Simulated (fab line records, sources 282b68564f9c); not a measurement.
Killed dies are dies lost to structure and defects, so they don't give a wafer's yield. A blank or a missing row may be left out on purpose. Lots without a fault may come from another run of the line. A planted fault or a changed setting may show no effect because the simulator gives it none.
Split-lot experiment | flow rit_cmos | 5 lots, 23 wafers read, on a route of 202 steps

THE SPLIT
At RIT_NRETRO_IMPLANT_08, the setting energy_kev was moved away from the recipe's 70 on 10 of the 23 wafers read, by -5.4% to +3.9%. The other wafers ran this setting at the recipe's value.

The reading is taken at the split's own step.

THE READING
implant.drp_nm (the simulator's own value, which no gauge read), in nm, at RIT_NRETRO_IMPLANT_08. The file gives no usual value for it.

wafer  | tool, chamber at the split | energy_kev as run | against the recipe | implant.drp_nm, nm | against lot-mates on the recipe
L077.4 | implanter-03, 0            | 70                | recipe             | 33.94              | -
L077.5 | implanter-03, 0            | 70                | recipe             | 33.94              | -
L077.6 | implanter-03, 0            | 70                | recipe             | 33.94              | -
L082.1 | implanter-02, 0            | 67.17             | -4.0%              | 32.77              | -1.17
L082.6 | implanter-02, 0            | 67.17             | -4.0%              | 32.77              | -1.17
L082.2 | implanter-02, 0            | 70                | recipe             | 33.94              | -
L082.3 | implanter-02, 0            | 70                | recipe             | 33.94              | -
L082.4 | implanter-02, 0            | 70                | recipe             | 33.94              | -
L083.2 | implanter-02, 0            | 70                | recipe             | 33.94              | -
L083.5 | implanter-02, 0            | 70                | recipe             | 33.94              | -
L083.3 | implanter-02, 0            | 72.29             | +3.3%              | 34.87              | +0.93
L083.4 | implanter-02, 0            | 72.29             | +3.3%              | 34.87              | +0.93
L083.6 | implanter-02, 0            | 72.29             | +3.3%              | 34.87              | +0.93
L084.1 | implanter-02, 0            | 70                | recipe             | 33.94              | -
L084.2 | implanter-02, 0            | 70                | recipe             | 33.94              | -
L084.3 | implanter-02, 0            | 70                | recipe             | 33.94              | -
L084.5 | implanter-02, 0            | 72.74             | +3.9%              | 35.05              | +1.11
L084.6 | implanter-02, 0            | 72.74             | +3.9%              | 35.05              | +1.11
L085.1 | implanter-02, 0            | 70                | recipe             | 33.94              | -
L085.6 | implanter-02, 0            | 70                | recipe             | 33.94              | -
L085.3 | implanter-02, 0            | 66.21             | -5.4%              | 32.36              | -1.58
L085.4 | implanter-02, 0            | 66.21             | -5.4%              | 32.36              | -1.58
L085.5 | implanter-02, 0            | 66.21             | -5.4%              | 32.36              | -1.58

THE FIT
A straight line over all 23 wafers: implant.drp_nm changes by +0.288 nm for each +1% of energy_kev; r = +1.00; the points scatter about the line by 0.0083 nm.
The same after taking each lot's own level away (the mean of its wafers on the recipe; 23 wafers): +0.288 nm for each +1%; r = +1.00; scatter 0.0083 nm.
On that fit, the largest move of energy_kev shifts the reading by 1.6 nm.
The lots' own levels span 33.940 to 33.940 nm.
So the lot-to-lot level changes the slope little: the two slopes agree.
Check: with one of the wafers moved furthest among these (-5.4%) left out of the fit, the line predicts -1.57 nm for it against its lot-mates. It came out at -1.58 nm against them.

OTHER SPLITS ON THESE WAFERS
These wafers also went through other splits before the reading. Each is held against what the fit with the lots' levels taken away leaves over:
other split on the same wafers      | wafers away from the commonest value | r with implant.drp_nm (lot level and that fit taken away)
RIT_ACTIVE_CVD_03 sih2cl2_flow_sccm | 15                                   | +0.13
RIT_ACTIVE_ETCH_13 over_etch_frac   | 2                                    | +0.03
RIT_FOX2_OXIDATION_00 temp_c        | 10                                   | +0.01
RIT_NWELL_IMPLANT_08 energy_kev     | 9                                    | +0.29

THE WHOLE CHAIN: every reading that the file lists as answering this split, in the file's order
step                  | what it does | reading                                                         | change (the file's fit)               | r (the file's)
RIT_NRETRO_IMPLANT_08 |              | implant.rp_nm (the simulator's own value, which no gauge read)  | +0.869 nm for each +1% of the setting | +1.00
RIT_NRETRO_IMPLANT_08 |              | implant.drp_nm (the simulator's own value, which no gauge read) | +0.288 nm for each +1% of the setting | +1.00

THE FILE'S OWN FIT
implant.drp_nm changes by +0.288 nm for each +1% of energy_kev, r = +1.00.
